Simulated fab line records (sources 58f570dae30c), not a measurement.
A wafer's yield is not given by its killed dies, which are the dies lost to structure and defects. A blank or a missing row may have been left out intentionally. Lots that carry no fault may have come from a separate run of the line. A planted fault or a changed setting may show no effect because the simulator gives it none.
fab line records -- flow berkeley-cmos170
record lots=5, wafers=23
route steps=331 shown NSD@188 M1@242 V1@263
start-h: hours from the record's opening day to when the first of the lot's shown wafers began -- wait-h: how many hours have passed since the lot's step before this one -- " as in the row above -- L1.1+2: a single row standing in for several wafers -- - no value, or no start was given -- * or withheld: withheld -- < > ~ a bound
route shown NAME@n: names a module that has steps shown in the file, with the first one's number in the route -- usual: mean/standard deviation taken from wafers without a fault -- same: alike in all rows -- chamber/n: place in a boat -- sites: readings site by site -- _std_site: the standard deviation of these -- _edge_site: the outer-site mean with the inner-site mean subtracted -- radius-mm: how far each site lies from the wafer's centre -- mask NAME#n: copy n -- behind: the tool/chamber that last shaped the wafer -- hold: reason for holding the lot/hours on hold/outcome of the hold -- device: the transistor (n, p or np) that didn't switch -- end of line: the same wafers' tests at the end of the route -- step lacking rows: just its recipe -- killed: dies that structure and defects cost at the first sort, which is not the same as the wafer's yield -- map: shows each die of a wafer: x if killed, . if not, _ if none is there
set.NAME: the setting as run; set.NAME@STEP: as run at that earlier step -- model.NAME: the simulator's own value behind a step, which no gauge read
lots whose settings were changed on purpose; a table a step, a row a wafer
## steps
# step UCB170_NSD_COAT_01
# recipe resist=KrF, spin-rpm=1500, resist-thk-nm=900
lot.wafer,tool,chamber,start-h,wait-h,set.spin-rpm,model.KrF_of_NSD_COAT_01.thk-nm
L076.1,litho-track-03,0,148.60,0.1,1500,904
L076.2,litho-track-03,0,148.60,0.1,1420,928.9
L076.3,litho-track-03,0,148.60,0.1,1420,926.4
L076.4,litho-track-03,0,148.60,0.1,1500,901.3
L076.6,litho-track-03,0,148.60,0.1,1420,927.8
L075.2,litho-track-02,0,149.24,0.1,1500,901.2
L075.5,litho-track-02,0,149.24,0.1,1500,899.6
L075.6,litho-track-02,0,149.24,0.1,1500,901.6
L077.1,litho-track-03,0,149.33,0.1,1573,879.9
L077.3,litho-track-03,0,149.33,0.1,1500,905.6
L077.4,litho-track-03,0,149.33,0.1,1500,904
L077.5,litho-track-03,0,149.33,0.1,1573,883.5
L077.6,litho-track-03,0,149.33,0.1,1573,881.6
L078.1,litho-track-03,0,160.33,0.1,1500,901.5
L078.2,litho-track-03,0,160.33,0.1,1500,898.7
L078.3,litho-track-03,0,160.33,0.1,1500,897.7
L078.4,litho-track-03,0,160.33,0.1,1455,916
L078.6,litho-track-03,0,160.33,0.1,1455,913.6
L085.1,litho-track-02,0,196.15,0.1,1500,900.1
L085.2,litho-track-02,0,196.15,0.1,1437,920.9
L085.3,litho-track-02,0,196.15,0.1,1437,921.1
L085.4,litho-track-02,0,196.15,0.1,1500,899
L085.6,litho-track-02,0,196.15,0.1,1437,918.2
# step UCB170_NSD_SOFTBAKE_02
# recipe resist=KrF, temp-c=130, time-s=60
# step UCB170_NSD_EXPOSE_03
# recipe mask-id=NSELECT_MOD, na=0.5, sigma-outer=0.6, source-shape=conventional, target-cd-nm=1200, dose-mj=30
# step UCB170_NSD_IMPLANT_08
# recipe species=P, dose-cm2=2.938e+15, energy-kev=40, tilt-deg=7
# step UCB170_NSD_STRIP_09
# recipe chemistry=O2, power-w=400, pressure-mtorr=3500, platen-temp-c=withheld, o2-flow-sccm=400, overash-fraction=0.5
# usual strip-time-to-endpoint-s=35.65/0.058
lot.wafer,tool,chamber,start-h,wait-h,set.spin-rpm@NSD_COAT_01,strip-time-to-endpoint-s
L076.1,plasma-asher-01,0,150.15,0.1,1500,35.76
L076.2,plasma-asher-01,1,150.15,0.1,1420,36.36
L076.3,plasma-asher-01,0,150.15,0.1,1420,36.33
L076.4,plasma-asher-01,1,150.15,0.1,1500,35.68
L076.6,plasma-asher-01,0,150.15,0.1,1420,36.36
L075.2,plasma-asher-04,0,150.27,0.1,1500,35.63
L075.5,plasma-asher-04,0,150.27,0.1,1500,35.60
L075.6,plasma-asher-04,1,150.27,0.1,1500,35.70
L077.1,plasma-asher-03,0,150.63,0.1,1573,35.11
L077.3,plasma-asher-03,0,150.63,0.1,1500,35.75
L077.4,plasma-asher-03,1,150.63,0.1,1500,35.68
L077.5,plasma-asher-03,0,150.63,0.1,1573,35.20
L077.6,plasma-asher-03,1,150.63,0.1,1573,35.13
L078.1,plasma-asher-01,0,161.42,0.1,1500,35.66
L078.2,plasma-asher-01,1,161.42,0.1,1500,35.61
L078.3,plasma-asher-01,0,161.42,0.1,1500,35.54
L078.4,plasma-asher-01,1,161.42,0.1,1455,36.01
L078.6,plasma-asher-01,0,161.42,0.1,1455,35.94
L085.1,plasma-asher-04,0,197.33,0.1,1500,35.60
L085.2,plasma-asher-04,1,197.33,0.1,1437,36.10
L085.3,plasma-asher-04,1,197.33,0.1,1437,36.07
L085.4,plasma-asher-04,0,197.33,0.1,1500,35.58
L085.6,plasma-asher-04,0,197.33,0.1,1437,36.02
# step UCB170_M1_COAT_04
# recipe resist=KrF, spin-rpm=1500, resist-thk-nm=900
lot.wafer,tool,chamber,start-h,wait-h,set.spin-rpm,model.KrF_of_M1_COAT_04.thk-nm
L076.1,litho-track-04,0,-,-,1500,900.1
L076.2+6,litho-track-04,0,-,-,1500,901
L076.3,litho-track-04,0,-,-,1500,900.9
L076.4,litho-track-04,0,-,-,1500,901.7
L075.2,litho-track-01,0,-,-,1500,900.1
L075.5,litho-track-01,0,-,-,1500,900.5
L075.6,litho-track-01,0,-,-,1500,901.4
L077.1,litho-track-02,0,-,-,1500,899.2
L077.3,litho-track-02,0,-,-,1541,882.8
L077.4,litho-track-02,0,-,-,1500,895.1
L077.5,litho-track-02,0,-,-,1541,886.3
L077.6,litho-track-02,0,-,-,1541,885.4
L078.1+4+6,litho-track-02,0,-,-,1500,-
L078.2,litho-track-02,0,-,-,1500,896.2
L078.3,litho-track-02,0,-,-,1500,896.8
L085.1,litho-track-01,0,-,-,1500,898.1
L085.2,litho-track-01,0,-,-,1500,897
L085.3,litho-track-01,0,-,-,1609,864.9
L085.4,litho-track-01,0,-,-,1609,865.4
L085.6,litho-track-01,0,-,-,1609,867.4
# step UCB170_V1_EXPOSE_09
# recipe mask-id=VIA1, target-cd-nm=700, na=0.5, sigma-outer=0.6, source-shape=conventional, dose-mj=37
lot.wafer,tool,chamber,start-h,wait-h,mask,set.dose-mj
L076.1+6,krf-scanner-02,0,164.31,0.1,VIA1#0,39.3
L076.2+3+4,krf-scanner-02,0,164.31,0.1,VIA1#0,37
L075.2+5+6,krf-scanner-01,0,164.57,0.4,VIA1#0,37
L077.1+3+4+5+6,krf-scanner-02,0,169.38,0.3,VIA1#0,37
L078.1+4,krf-scanner-02,0,176.56,0.1,VIA1#0,37
L078.2+3+6,krf-scanner-02,0,176.56,0.1,VIA1#0,38.36
L085.1+3+4,krf-scanner-01,0,217.19,0.2,VIA1#0,37
L085.2+6,krf-scanner-01,0,217.19,0.2,VIA1#0,35.41
# step UCB170_V1_PEB_10
# recipe peb-temp-c=128.7, peb-time-s=withheld, resist=KrF
# step UCB170_V1_DEVELOP_11
# recipe developer=TMAH, develop-time-s=45, resist=KrF, dev-temp-c=21
# step UCB170_V1_CD_MEAS_12
# recipe target-cd-nm=700
# usual cd-nm=700.1/1.4
lot.wafer,tool,chamber,start-h,wait-h,set.dose-mj@V1_EXPOSE_09,cd-nm
L076.1,cd-sem-01,-,164.70,-,39.3,709.8
L076.2,cd-sem-01,-,164.70,-,37,700.1
L076.3,cd-sem-01,-,164.70,-,37,700.3
L076.4,cd-sem-01,-,164.70,-,37,700.2
L076.6,cd-sem-01,-,164.70,-,39.3,710.7
L075.2,cd-sem-01,-,165.02,-,37,700.9
L075.5,cd-sem-01,-,165.02,-,37,700.2
L075.6,cd-sem-01,-,165.02,-,37,700.9
L077.1,cd-sem-01,-,170.00,-,37,700.9
L077.3,cd-sem-01,-,170.00,-,37,702.0
L077.4,cd-sem-01,-,170.00,-,37,702.7
L077.5,cd-sem-01,-,170.00,-,37,700.8
L077.6,cd-sem-01,-,170.00,-,37,701.0
L078.1,cd-sem-02,-,176.95,-,37,700.4
L078.2,cd-sem-02,-,176.95,-,38.36,707.1
L078.3,cd-sem-02,-,176.95,-,38.36,707.4
L078.4,cd-sem-02,-,176.95,-,37,701.9
L078.6,cd-sem-02,-,176.95,-,38.36,706.8
L085.1,cd-sem-02,-,217.79,-,37,702.4
L085.2,cd-sem-02,-,217.79,-,35.41,695.6
L085.3,cd-sem-02,-,217.79,-,37,703.8
L085.4,cd-sem-02,-,217.79,-,37,702.0
L085.6,cd-sem-02,-,217.79,-,35.41,694.9
# step UCB170_V1_ETCH_14
# recipe chemistry=CHF3/CF4/Ar, target=SiO2, stop-on=Al, CHF3_flow_sccm=45, cf4-flow-sccm=15, Ar_flow_sccm=150, pressure-mtorr=200, rf-w=700, target-depth-a=12500, over-etch-frac=0.25, time-s=291
lot.wafer,tool,chamber,start-h,wait-h,set.over-etch-frac,set.dose-mj@V1_EXPOSE_09,model.V1.cd-nm
L076.1,rie-diel-02,2,164.86,0.0,0.25,39.3,709.9
L076.2,rie-diel-02,0,164.86,0.0,0.25,37,699.9
L076.3,rie-diel-02,3,164.86,0.0,0.25,37,698.7
L076.4,rie-diel-02,1,164.86,0.0,0.25,37,700.7
L076.6,rie-diel-02,0,164.86,0.0,0.25,39.3,710.6
L075.2,rie-diel-01,0,165.15,0.0,0.25,37,700.6
L075.5+6,rie-diel-01,"0,1",165.15,0.0,0.25,37,700.4
L077.1,rie-diel-01,0,170.15,0.0,0.3,37,701.5
L077.3,rie-diel-01,3,170.15,0.0,0.25,37,701.7
L077.4,rie-diel-01,1,170.15,0.0,0.3,37,703.1
L077.5,rie-diel-01,1,170.15,0.0,0.25,37,701.2
L077.6,rie-diel-01,2,170.15,0.0,0.3,37,700.9
L078.1+4,rie-diel-02,"0,3",177.11,0.0,0.2209,37,701
L078.2,rie-diel-02,1,177.11,0.0,0.25,38.36,708.5
L078.3,rie-diel-02,2,177.11,0.0,0.2209,38.36,708.8
L078.6,rie-diel-02,3,177.11,0.0,0.25,38.36,705.9
L085.1+4,rie-diel-01,"3,1",217.95,0.0,0.25,37,702.2
L085.2,rie-diel-01,2,217.95,0.0,0.25,35.41,694.7
L085.3,rie-diel-01,0,217.95,0.0,0.25,37,703.9
L085.6,rie-diel-01,3,217.95,0.0,0.25,35.41,695.2
# step UCB170_V1_STRIP_15
# recipe chemistry=O2, power-w=400, pressure-mtorr=3500, platen-temp-c=withheld, o2-flow-sccm=400, overash-fraction=0.5
# step UCB170_V1_CD_MEAS_90
# recipe target-cd-nm=700
# usual cd-nm=700.0/1.6
lot.wafer,tool,chamber,start-h,wait-h,set.dose-mj@V1_EXPOSE_09,cd-nm
L076.1,cd-sem-01,-,165.13,0.1,39.3,709.8
L076.2,cd-sem-01,-,165.13,0.1,37,700.3
L076.3,cd-sem-01,-,165.13,0.1,37,698.7
L076.4,cd-sem-01,-,165.13,0.1,37,700.7
L076.6,cd-sem-01,-,165.13,0.1,39.3,710.5
L075.2,cd-sem-02,-,165.45,0.1,37,700.5
L075.5,cd-sem-02,-,165.45,0.1,37,700.4
L075.6,cd-sem-02,-,165.45,0.1,37,700.5
L077.1,cd-sem-01,-,170.43,0.1,37,701.5
L077.3,cd-sem-01,-,170.43,0.1,37,701.9
L077.4,cd-sem-01,-,170.43,0.1,37,703.0
L077.5,cd-sem-01,-,170.43,0.1,37,701.1
L077.6,cd-sem-01,-,170.43,0.1,37,701.0
L078.1,cd-sem-02,-,177.39,0.1,37,701.1
L078.2,cd-sem-02,-,177.39,0.1,38.36,708.6
L078.3,cd-sem-02,-,177.39,0.1,38.36,708.9
L078.4,cd-sem-02,-,177.39,0.1,37,701.1
L078.6,cd-sem-02,-,177.39,0.1,38.36,706.0
L085.1,cd-sem-01,-,218.23,0.1,37,702.3
L085.2,cd-sem-01,-,218.23,0.1,35.41,694.7
L085.3,cd-sem-01,-,218.23,0.1,37,703.8
L085.4,cd-sem-01,-,218.23,0.1,37,702.4
L085.6,cd-sem-01,-,218.23,0.1,35.41,695.2
## key
split step=UCB170_NSD_COAT_01, setting=spin-rpm, stated=1500, by=wafer
response step=UCB170_NSD_COAT_01, reading=model.KrF_of_NSD_COAT_01.thk-nm, change=-4.81, per=1%, r=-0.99
response step=UCB170_NSD_STRIP_09, reading=strip-time-to-endpoint-s, change=*, per=1%, r=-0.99
split step=UCB170_M1_COAT_04, setting=spin-rpm, stated=1500, by=wafer
response step=UCB170_M1_COAT_04, reading=model.KrF_of_M1_COAT_04.thk-nm, change=-4.38, per=1%, r=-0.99
split step=UCB170_V1_EXPOSE_09, setting=dose-mj, stated=37, by=wafer
response step=UCB170_V1_CD_MEAS_12, reading=cd-nm, change=+1.65, per=1%, r=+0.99
response step=UCB170_V1_ETCH_14, reading=model.V1.cd-nm, change=+1.75, per=1%, r=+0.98
response step=UCB170_V1_CD_MEAS_90, reading=cd-nm, change=+1.73, per=1%, r=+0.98
split step=UCB170_V1_ETCH_14, setting=over-etch-frac, stated=0.25, by=wafer
response none clear
